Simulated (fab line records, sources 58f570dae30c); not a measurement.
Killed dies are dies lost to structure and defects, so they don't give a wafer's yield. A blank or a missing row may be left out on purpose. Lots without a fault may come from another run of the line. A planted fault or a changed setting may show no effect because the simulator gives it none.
Which tool did it? | flow berkeley_cmos170 | 13 lots, 39 wafers sampled, at 3 steps of a route of 331

WHAT THE GAUGES READ, wafer by wafer
The record holds no reading of a measuring or inspecting step that can be judged against a usual standard deviation.

WHICH TOOL RAN EACH LOT (tool, then ch and the chambers of the sampled wafers, then the start)
lot  | UCB170_GATE_ETCH_15              | UCB170_PLDD_HMDS_00               | UCB170_PLDD_COAT_01
L389 | rie_si-02 ch 0,1,2, day 8 02:06  | litho_track-02 ch 0, day 8 02:34  | litho_track-02 ch 0, day 8 02:43
L390 | rie_si-01 ch 0,2,3, day 8 02:13  | litho_track-04 ch 0, day 8 02:41  | litho_track-04 ch 0, day 8 02:50
L391 | rie_si-01 ch 0,1,2, day 8 17:16  | litho_track-02 ch 0, day 8 18:04  | litho_track-02 ch 0, day 8 18:13
L393 | rie_si-01 ch 1,2,3, day 9 14:26  | litho_track-04 ch 0, day 9 14:56  | litho_track-04 ch 0, day 9 15:05
L396 | rie_si-02 ch 0,1,2, day 9 14:34  | litho_track-03 ch 0, day 9 15:11  | litho_track-03 ch 0, day 9 15:20
L394 | rie_si-01 ch 0,2, day 9 14:34    | litho_track-02 ch 0, day 9 15:22  | litho_track-02 ch 0, day 9 15:31
L395 | rie_si-02 ch 0,1, day 9 14:43    | litho_track-04 ch 0, day 9 15:24  | litho_track-04 ch 0, day 9 15:33
L397 | rie_si-01 ch 0,2, day 10 01:38   | litho_track-04 ch 0, day 10 02:05 | litho_track-04 ch 0, day 10 02:14
L398 | rie_si-02 ch 1,2,3, day 10 01:53 | litho_track-03 ch 0, day 10 02:21 | litho_track-03 ch 0, day 10 02:30
L402 | rie_si-02 ch 1,2,3, day 10 17:40 | litho_track-03 ch 0, day 10 18:20 | litho_track-03 ch 0, day 10 18:29
L400 | rie_si-01 ch 0,1,3, day 10 17:47 | litho_track-03 ch 0, day 10 18:46 | litho_track-03 ch 0, day 10 18:55
L399 | rie_si-02 ch 1,2,3, day 10 17:54 | litho_track-02 ch 0, day 10 18:41 | litho_track-02 ch 0, day 10 18:50
L409 | rie_si-02 ch 0,2,3, day 11 20:52 | litho_track-03 ch 0, day 11 23:20 | litho_track-03 ch 0, day 11 23:29
- UCB170_GATE_ETCH_15: etches poly-Si in HBr/Cl2, stops on SiO2, time 56.3 s, target depth 278.2 nm.
- UCB170_PLDD_HMDS_00: prime time 60 s.
- UCB170_PLDD_COAT_01: resist thk 886.4 nm.

WHAT THE TOOLS THEMSELVES READ (means of the sampled wafers that have a number; where no wafer has one, the mark that the record gives instead)
UCB170_GATE_ETCH_15.
lot  | tool      | drypump_motor_current_A (A) | oes_product_au (a.u.) | throttle_valve_pct (%)
L389 | rie_si-02 | 6.1                         | 0.830                 | 26.34
L390 | rie_si-01 | 5.8                         | 0.827                 | 26.40
L391 | rie_si-01 | 5.7                         | 0.832                 | 26.47
L393 | rie_si-01 | 5.6                         | 0.833                 | 26.45
L396 | rie_si-02 | 6.1                         | 0.835                 | 26.35
L394 | rie_si-01 | 5.9                         | 0.844                 | 26.57
L395 | rie_si-02 | 6.2                         | 0.828                 | 26.50
L397 | rie_si-01 | 5.9                         | 0.844                 | 26.58
L398 | rie_si-02 | 6.2                         | 0.835                 | 26.32
L402 | rie_si-02 | 6.2                         | 0.816                 | 26.32
L400 | rie_si-01 | 5.5                         | 0.811                 | 26.30
L399 | rie_si-02 | 6.2                         | 0.824                 | 26.31
L409 | rie_si-02 | 5.9                         | 0.834                 | 26.41

UCB170_PLDD_HMDS_00.
lot  | tool           | chill_plate_temp_C (C)
L389 | litho_track-02 | 23.03
L390 | litho_track-04 | 23.00
L391 | litho_track-02 | 23.08
L393 | litho_track-04 | 23.03
L396 | litho_track-03 | 22.89
L394 | litho_track-02 | 22.88
L395 | litho_track-04 | 23.06
L397 | litho_track-04 | 22.94
L398 | litho_track-03 | 23.06
L402 | litho_track-03 | 23.10
L400 | litho_track-03 | 23.02
L399 | litho_track-02 | 22.77
L409 | litho_track-03 | 23.10

UCB170_PLDD_COAT_01.
lot  | tool           | chill_plate_temp_C (C)
L389 | litho_track-02 | 23.23
L390 | litho_track-04 | 22.96
L391 | litho_track-02 | 22.95
L393 | litho_track-04 | 23.02
L396 | litho_track-03 | 23.01
L394 | litho_track-02 | 22.97
L395 | litho_track-04 | 22.98
L397 | litho_track-04 | 23.00
L398 | litho_track-03 | 22.93
L402 | litho_track-03 | 23.13
L400 | litho_track-03 | 23.09
L399 | litho_track-02 | 23.08
L409 | litho_track-03 | 22.95

THE ANSWER, worked out from the rows above alone
Rule: what is usual is taken from the lots themselves. Put in order of their means at a reading, lots are off if they are a third of the lots or fewer, leave a main group of 4 or more, and stand apart from it by a gap of 3 or more times the standard deviation of the main group's means; of several such gaps the widest counts. A main group whose means are all the same, to the digits that the tables above print for the reading, isn't used. A lot without any number at a reading at which 4 lots or more have one is off too. The other lots that the step has rows for count as sound. The gauges are gone through in route order, then the tools' own readings, and for those a lot's mean is taken as printed above. The first step at which some lot is off is used, and at that step the reading that is off furthest; a lot without a number counts as furthest.
No lot is off at any reading shown: from this, nothing can be told.

WHAT THE SIMULATOR HAD PUT IN
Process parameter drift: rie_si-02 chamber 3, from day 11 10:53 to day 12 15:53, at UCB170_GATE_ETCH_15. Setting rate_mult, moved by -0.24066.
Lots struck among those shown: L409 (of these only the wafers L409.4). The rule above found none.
